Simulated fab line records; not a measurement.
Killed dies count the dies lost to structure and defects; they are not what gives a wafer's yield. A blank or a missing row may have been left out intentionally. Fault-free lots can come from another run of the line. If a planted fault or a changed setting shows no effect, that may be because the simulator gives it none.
Code-filled problem report in 8D (eight disciplines) form | flow berkeleyCmos170 | the parts of the form that need people (team, actions taken, sign-off) are left out

## 1. PROBLEM STATEMENT
stripTimeToEndpointS at UCB170_V2_STRIP_15 reads a mean of 14.26 s on 6 wafers of 2 lots; wafers without a fault read 15.29 s with a standard deviation of 0.1. That is -10 standard deviations from the usual mean.
The step: strips in O2.
The first sign was on wafer L754.1 at day 11 12:48, on plasmaAsher-01. Wafers with a number at this step in the record: 42, from 14 lots. Rule for "out", or "out of limits": more than 4 standard deviations from the usual mean. The other wafers with a number count as sound.

## 2. WHAT IT IS; WHAT IT IS NOT
question                    | is                     | is not
which readings at this step | stripTimeToEndpointS   | drypumpMotorCurrentA, oesProductAu
which lots                  | L754, L756             | L743, L744, L746, L747, L748, L750, L752, L761, L762, L763, L764, L766
which wafers of those lots  | all that have a number | -
read on which tools         | plasmaAsher-01         | plasmaAsher-03, plasmaAsher-04
when                        | from day 11 12:48      | up to then (21 sound wafers); but 15 sound wafers of L761, L762, L763, L764, L766 came after

## 3. THE SUSPECTS, EACH WITH WHAT RULES IT OUT
Counting: a tool at a process step up to the reading stays a suspect if it ran every lot that is out and no sound lot after the first of them.
- rieDiel-01 at UCB170_CONTACT_ETCH_17 (etches BARC in N2/H2): ruled out as a lasting fault. The sound lots L761 went through it after L754, its earliest lot that is out (day 11 00:00).
- pvdSputter-02 at UCB170_M2_SPUTTER_01 (material Al, target thk 900 nm, time 120 s): ruled out as a lasting fault. The sound lots L762 went through it after L754, its earliest lot that is out (day 11 07:21).
- rieDiel-02 at UCB170_M2_ETCH_17 (etches BARC in N2/H2): ruled out as a lasting fault. The sound lots L761 went through it after L754, its earliest lot that is out (day 11 09:46).
- lithoTrack-03 at UCB170_V2_COAT_07 (resist thk 900 nm): ruled out as a lasting fault. The sound lots L766, L761 went through it after L754, its earliest lot that is out (day 11 11:21).
- plasmaAsher-01 at UCB170_V2_STRIP_15 (strips in O2): ruled out as a lasting fault. The sound lots L762 went through it after L754, its earliest lot that is out (day 11 12:48).
Left after counting: nothing in the record.

## 4. THE CAUSE (what the simulator had put in)
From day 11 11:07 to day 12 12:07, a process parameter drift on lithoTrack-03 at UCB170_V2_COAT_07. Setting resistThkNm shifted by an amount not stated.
It was ruled out by counting, in error; the rule expects a fault to strike all lots run on its tool from its start on, and this fault did not.

## 5. THE CHAIN OF EFFECTS, in route order
Each row: a reading where the mean over the struck wafers with a number is more than 3 standard deviations away from the usual. Readings are gone through only where the record gives a usual standard deviation; hours: the median, over the lots, of the time from a lot's start at the first step in this table giving one to that lot's start at this step; sigmas: the change measured in usual standard deviations.
hours | step               | reading              | usual   | on struck wafers | change | sigmas
0     | UCB170_V2_STRIP_15 | stripTimeToEndpointS | 15.29 s | 14.26            | -1.03  | -10
It contains these process steps:
- UCB170_V2_STRIP_15: strips in O2.

## 6. HOW IT WOULD HAVE BEEN CAUGHT EARLIER
The fault began at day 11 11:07; the first out-of-limits reading in this record came at day 11 12:48, 2 hours later.
